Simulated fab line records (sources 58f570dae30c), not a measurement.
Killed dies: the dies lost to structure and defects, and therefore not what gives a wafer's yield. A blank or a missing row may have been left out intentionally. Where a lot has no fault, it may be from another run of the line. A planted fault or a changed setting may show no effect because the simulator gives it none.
A struck lot beside a sound one | flow berkeley cmos170 | 19 out of 331 route steps
Sound: wafers L832.1, L832.3, L832.4. Wafers struck: L846.1, L846.2, L846.3. The cause is named last.
Each step with rows lists, per side, the tool, then ch with its chambers, then its first start. Under that, the readings that differ: sound wafers | struck wafers | difference of the means | sigmas: that difference in standard deviations of wafers without a fault.
alike: readings with means less than 2 such deviations apart, plus words and numbers identical on both sides. not compared: withheld readings, readings lacking a value on some wafer, bounds such as >300 that could conceal the same value, and numbers that have no deviation in the record and whose values overlap.
Wherever a step has rows on one side only, a row that says differs or no value, or a row with sigmas, the two part there. Non-overlapping numbers with no deviation appear without sigmas and do not part them. Lack of a reading on every wafer of one side parts them only where that side has two or more wafers.

first, 5 steps without rows for these wafers: UCB170_WELLDRIVE_ANNEAL_03 (time 900 s); UCB170_WELLDRIVE_WET_ETCH_04 (etches SiO2 in BOE, time 120 s); UCB170_ACTIVE_CLEAN_00 (cleans in SPM, time 600 s); UCB170_ACTIVE_CLEAN_01 (cleans in dHF, time 60 s); UCB170_ACTIVE_OXIDATION_02 (target thk 26.4 nm, ox time 1260 s).
UCB170_ACTIVE_THK_MEAS_03:
  sound: film metro-03 at day 4 18:57; struck: film metro-02 at day 7 17:43
  alike: ACTIVE_OXIDE_THK
then, 2 steps without rows for these wafers: UCB170_ACTIVE_ANNEAL_04 (time 900 s); UCB170_ACTIVE_CVD_05 (deposits Si3N4 from SiH2Cl2/NH3, target thk 220 nm, time 3300 s).
UCB170_ACTIVE_THK_MEAS_06:
  sound: film metro-01 at day 5 00:18; struck: film metro-02 at day 7 23:29
  alike: ACTIVE_NITRIDE_THK
then, 3 steps without rows for these wafers: UCB170_ACTIVE_HMDS_07 (prime time 60 s); UCB170_ACTIVE_COAT_08 (resist thk 900 nm); UCB170_ACTIVE_SOFTBAKE_09 (time 60 s).
UCB170_ACTIVE_EXPOSE_10: exposes mask ACTIVE, target cd 1200 nm.
  sound on krf scanner-01 ch 0, day 5 01:03; struck on krf scanner-02 ch 0, day 8 00:26
  reading              | sound                | struck               | difference | sigmas
  exposure dose mJ cm2 | 20.005 20.004 19.967 | 21.581 21.569 21.596 | +1.590     | +76
  alike: mask
then, 2 steps without rows for these wafers: UCB170_ACTIVE_PEB_11; UCB170_ACTIVE_DEVELOP_12 (develop time 45 s).
UCB170_ACTIVE_CD_MEAS_13 targets a cd of 1200 nm.
  sound: cd sem-01 at day 5 01:28; struck: cd sem-01 at day 8 01:13
  reading    | sound                | struck               | difference | sigmas
  cd nm (nm) | 1201.7 1202.4 1202.8 | 1185.2 1185.4 1186.7 | -16.5      | -15
UCB170_ACTIVE_OVL_MEAS_14:
  sound: overlay-02 at day 5 01:35; struck: overlay-01 at day 8 01:20
  reading         | sound | struck   | difference | sigmas
  ACTIVE_OVL (nm) | 5 7 7 | -6 -6 -5 | -12        | -3
UCB170_ACTIVE_ETCH_15: etches Si3N4 in CH3F/Ar/O2, stops on SiO2, target depth 242 nm, time 151 s.
  sound on rie diel-04 ch 0,2,3, day 5 01:38; struck on rie diel-04 ch 0,2,3, day 8 01:22
  reading                 | sound          | struck         | difference | sigmas
  model.ACTIVE.cd nm (nm) | 1202 1203 1203 | 1186 1186 1187 | -16        |
  alike: drypump motor current A, oes product au, throttle valve pct
  not compared: rf hours counter h
UCB170_ACTIVE_STRIP_16: strips in O2.
  sound on plasma asher-01 ch 0,1, day 5 01:44; struck on plasma asher-01 ch 0,1, day 8 01:28
  alike: drypump motor current A, oes product au, strip time to endpoint s
  not compared: rf hours counter h

== WHERE THEY PART ==
Earliest at UCB170_ACTIVE_EXPOSE_10; latest, in this record, at UCB170_ACTIVE_OVL_MEAS_14. Later steps at which nothing parts them and some readings are alike: UCB170_ACTIVE_ETCH_15, UCB170_ACTIVE_STRIP_16.

WHY: what had been put in by the simulator
Process parameter drift: krf scanner-02, from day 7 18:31 on, at UCB170_ACTIVE_EXPOSE_10. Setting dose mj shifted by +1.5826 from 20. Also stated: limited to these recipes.
